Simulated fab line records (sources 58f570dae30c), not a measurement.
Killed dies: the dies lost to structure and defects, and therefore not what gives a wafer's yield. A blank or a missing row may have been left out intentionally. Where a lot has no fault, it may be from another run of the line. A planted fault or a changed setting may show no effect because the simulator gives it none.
Chamber matching / flow berkeley-cmos170 / UCB170_CONTACT_ETCH_17 on rie-diel-03: 4 sister chambers
The step etches BARC in N2/H2. 6 wafers are shown with their chamber, then 7 later ones without.

## WAFERS PAIRED WITH THEIR CHAMBERS
wafer=L373.6; chamber=2; throttle-valve-pct (%)=12.85; drypump-motor-current-A (A)=5.6
wafer=L385.3; chamber=3; throttle-valve-pct (%)=13.07; drypump-motor-current-A (A)=5.5
wafer=L385.5; chamber=1; throttle-valve-pct (%)=13.55; drypump-motor-current-A (A)=5.9
wafer=L385.6; chamber=3; throttle-valve-pct (%)=13.09; drypump-motor-current-A (A)=5.6
wafer=L390.2; chamber=0; throttle-valve-pct (%)=13.30; drypump-motor-current-A (A)=5.9
wafer=L390.4; chamber=1; throttle-valve-pct (%)=13.54; drypump-motor-current-A (A)=6.0

## WAFERS WHOSE CHAMBER IS MISSING
wafer=L390.5; throttle-valve-pct (%)=13.11; drypump-motor-current-A (A)=5.6
wafer=L388.2; throttle-valve-pct (%)=13.09; drypump-motor-current-A (A)=5.6
wafer=L388.3; throttle-valve-pct (%)=12.84; drypump-motor-current-A (A)=5.6
wafer=L388.5; throttle-valve-pct (%)=12.85; drypump-motor-current-A (A)=5.6
wafer=L393.1; throttle-valve-pct (%)=13.55; drypump-motor-current-A (A)=5.9
wafer=L393.3; throttle-valve-pct (%)=12.87; drypump-motor-current-A (A)=5.6
wafer=L393.4; throttle-valve-pct (%)=13.31; drypump-motor-current-A (A)=6.0

## EACH ONE'S CHAMBER
wafer=L390.5; from the rows above=3; in truth=3
wafer=L388.2; from the rows above=3; in truth=3
wafer=L388.3; from the rows above=2; in truth=2
wafer=L388.5; from the rows above=2; in truth=2
wafer=L393.1; from the rows above=1; in truth=1
wafer=L393.3; from the rows above=2; in truth=2
wafer=L393.4; from the rows above=0; in truth=0
Placed correctly: 7 of 7. From these rows, 0 cannot be placed. Placed wrongly: 0.
How it was worked out, from the rows above alone: a wafer's distance from a chamber is the root of the sum, over the readings, of the square of ((its reading less the chamber's mean) divided by the reading's scatter). The wafer belongs to the nearest chamber; if the next one is less than 2 further off, it can't be placed. For every chamber, the mean is computed from those of its wafers that are shown. The scatter: the root of (the sum of the squares of (reading less its chamber's mean) over the shown wafers, divided by (wafers less chambers)).
